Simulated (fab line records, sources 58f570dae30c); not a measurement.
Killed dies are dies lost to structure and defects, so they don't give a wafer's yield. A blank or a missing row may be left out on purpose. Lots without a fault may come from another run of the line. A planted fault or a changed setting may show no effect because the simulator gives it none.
A struck lot beside a sound one | flow berkeley_cmos170 | 15 steps out of a route of 331
Sound: wafers L692.1, L692.5, L692.6. Struck: wafers L700.2, L700.3, L700.6. The cause comes at the end.
At each step with rows: each side's tool, then ch and its chambers, then its first start. Under that, the readings that differ: sound wafers | struck wafers | difference of the means | sigmas: that difference in standard deviations of wafers without a fault.
alike: readings whose means differ by less than 2 such deviations, and words and numbers that are the same on both sides. not compared: withheld readings, readings that some wafer has no value for, bounds like >300 that may hide the same value, and numbers for which the record gives no deviation and whose values overlap.
The two part at a step that has a row with sigmas, a row that says differs or no value, or rows on one side only. Numbers that don't overlap but have no deviation are shown without sigmas and don't part them. A reading that every wafer of one side lacks parts them only if that side has two wafers or more.

UCB170_V2_CMP_02: polishes SiO2.
  sound on cmp-01 ch 1,2, day 8 09:59; struck on cmp-02 ch 2,3, day 9 17:05
  alike: motor_current_A
UCB170_V2_BOW_MEAS_03:
  sound on film_metro-03, day 8 10:14; struck on film_metro-01, day 9 17:24
  alike: V2_BOW
UCB170_V2_THK_MEAS_04:
  sound on film_metro-03, day 8 10:21; struck on film_metro-01, day 9 17:31
  alike: V2_POLISHED_THK
then, 7 steps without rows for these wafers: UCB170_V2_CLEAN_05 (cleans in DIW); UCB170_V2_HMDS_06 (prime time 60 s); UCB170_V2_COAT_07 (resist thk 900 nm); UCB170_V2_SOFTBAKE_08 (time 60 s); UCB170_V2_EXPOSE_09 (exposes mask VIA2, target cd 700 nm); UCB170_V2_PEB_10; UCB170_V2_DEVELOP_11 (develop time 45 s).
UCB170_V2_CD_MEAS_12: target cd 700 nm.
  sound on cd_sem-01, day 8 12:47; struck on cd_sem-02, day 9 18:43
  alike: cd_nm
UCB170_V2_OVL_MEAS_13:
  sound on overlay-01, day 8 12:54; struck on overlay-02, day 9 18:50
  alike: V2_OVL
UCB170_V2_ETCH_14: etches SiO2 in CHF3/CF4/Ar, stops on Al, target depth 1250 nm, time 291 s.
  sound on rie_diel-04 ch 0,1, day 8 12:56; struck on rie_diel-03 ch 0,1,3, day 9 18:52
  no value came back on the struck wafers for any of 6 readings (CHF3_flow_sccm (sccm), cf4_flow_sccm (sccm) and others); on the sound wafers CHF3_flow_sccm (sccm) reads 44.88 45.09 44.80
  reading                             | sound             | struck            | difference | sigmas
  model.KrF_of_V2_COAT_07.thk_nm (nm) | 610.6 611.5 609.1 | 885.2 886.3 887.6 | +276.0     |
  not compared: rf_hours_counter_h
UCB170_V2_STRIP_15: strips in O2.
  sound on plasma_asher-04 ch 0,1, day 8 13:07; struck on plasma_asher-01 ch 0,1, day 9 19:02
  reading                      | sound             | struck            | difference | sigmas
  oes_product_au (a.u.)        | 0.715 0.717 0.717 | 0.734 0.729 0.732 | +0.015     | +3
  strip_time_to_endpoint_s (s) | 15.32 15.33 15.28 | 21.60 21.65 21.65 | +6.32      | +49
  alike: drypump_motor_current_A
  not compared: rf_hours_counter_h
UCB170_V2_CD_MEAS_90: target cd 700 nm.
  sound on cd_sem-01, day 8 13:13; struck on cd_sem-02, day 9 19:10
  reading    | sound             | struck | difference                    | sigmas
  cd_nm (nm) | 699.9 701.3 699.4 | - - -  | no value on the struck wafers |

WHERE THEY PART
First at UCB170_V2_ETCH_14; last, within this record, at UCB170_V2_CD_MEAS_90.

WHY: what the simulator had put in
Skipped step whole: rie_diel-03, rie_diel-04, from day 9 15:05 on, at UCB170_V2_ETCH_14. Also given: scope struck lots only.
